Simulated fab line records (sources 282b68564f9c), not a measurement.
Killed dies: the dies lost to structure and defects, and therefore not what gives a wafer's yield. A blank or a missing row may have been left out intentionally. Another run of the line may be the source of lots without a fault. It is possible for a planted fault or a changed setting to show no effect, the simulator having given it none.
The tool behind it: which one?    flow ritCmos    15 lots with 45 wafers sampled at 2 steps, on a route of 202 steps

WHAT THE GAUGES SHOWED, per wafer
RIT_PRETRO_OVL_MEAS_06.
lot   measured     on          PRETRO_OVL (nm)
L374  day 2 07:08  overlay-02  -1.9 -1.6 -2.0
L375  day 2 13:16  overlay-01  2.5 2.4 1.9
L378  day 3 09:18  overlay-02  -1.2 -1.3 -0.2
L379  day 3 09:40  overlay-02  2.4 1.1 1.3
L380  day 3 14:52  overlay-01  -0.8 0.0 2.5
L382  day 3 23:53  overlay-02  0.9 -0.8 0.7
L383  day 4 05:23  overlay-02  0.0 -0.8 -0.7
L385  day 4 15:50  overlay-01  0.4 -0.5 0.0
L387  day 5 00:02  overlay-01  2.8 0.9 1.1
L388  day 5 05:56  overlay-01  1.2 1.9 1.6
L389  day 5 11:17  overlay-02  -146.0 -147.0 -146.8
L392  day 6 00:52  overlay-02  -147.7 -148.9 -149.1
L393  day 6 07:04  overlay-01  2.6 1.2 0.4
L395  day 6 16:46  overlay-02  -149.1 -149.4 -149.7
L397  day 7 01:47  overlay-02  1.4 -2.7 -0.6

WHICH TOOL RAN EACH LOT (tool, then ch and the chambers of the sampled wafers, then the start)
lot   RIT_PRETRO_EXPOSE_03
L374  ilineStepper-02 ch 0, day 2 06:44
L375  ilineStepper-02 ch 0, day 2 12:50
L378  ilineStepper-02 ch 0, day 3 08:53
L379  ilineStepper-01 ch 0, day 3 09:15
L380  ilineStepper-01 ch 0, day 3 14:28
L382  ilineStepper-02 ch 0, day 3 23:27
L383  ilineStepper-02 ch 0, day 4 04:56
L385  ilineStepper-02 ch 0, day 4 15:23
L387  ilineStepper-01 ch 0, day 4 23:38
L388  ilineStepper-01 ch 0, day 5 05:31
L389  ilineStepper-02 ch 0, day 5 10:52
L392  ilineStepper-02 ch 0, day 6 00:26
L393  ilineStepper-01 ch 0, day 6 06:38
L395  ilineStepper-02 ch 0, day 6 16:22
L397  ilineStepper-01 ch 0, day 7 01:22
- RIT_PRETRO_EXPOSE_03: exposes mask M5, target cd 43700 nm.

WHAT THE TOOLS THEMSELVES READ (means of the sampled wafers that have a number; where no wafer has one, the mark that the record gives instead)
The record holds no such reading with a usual standard deviation.

THE ANSWER, worked out from the rows above alone
Rule: the lots themselves supply what counts as usual. Put in order of their means at a reading, lots are off if they are a third of the lots or fewer, leave a main group of 4 or more, and stand apart from it by a gap of 3 or more times the standard deviation of the main group's means; of several such gaps the widest counts. The tables above print the reading to a certain number of digits; a main group whose means all agree to those digits is not used. A lot without any number at a reading at which 4 lots or more have one is off too. The other lots that the step has rows for count as sound. After the gauges, taken in route order, come the tools' own readings; for these a lot's mean is taken, as printed above. The first step at which some lot is off is used, and at that step the reading that is off furthest; a lot without a number counts as furthest.
Off: at RIT_PRETRO_OVL_MEAS_06 (PRETRO_OVL), L389, L392, L395. The main group: mean 0.4 nm, standard deviation 1.2.
A tool fits if, at a process step before that reading, it ran every lot that is off, and no sound lot after the first of them. Those tools and the gauges at RIT_PRETRO_OVL_MEAS_06 are tried in the same way. One fits: RIT_PRETRO_EXPOSE_03 on ilineStepper-02. A fault onset in the window from L385 (day 4 15:23, its last sound lot) to L389 (day 5 10:52, its first lot off) fits.

WHAT THE SIMULATOR HAD PUT IN
Scanner matching overlay: ilineStepper-02, from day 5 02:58 on, at RIT_PRETRO_EXPOSE_03. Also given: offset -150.
Lots struck among those shown: L389, L392, L395. Same finding as the rule above.
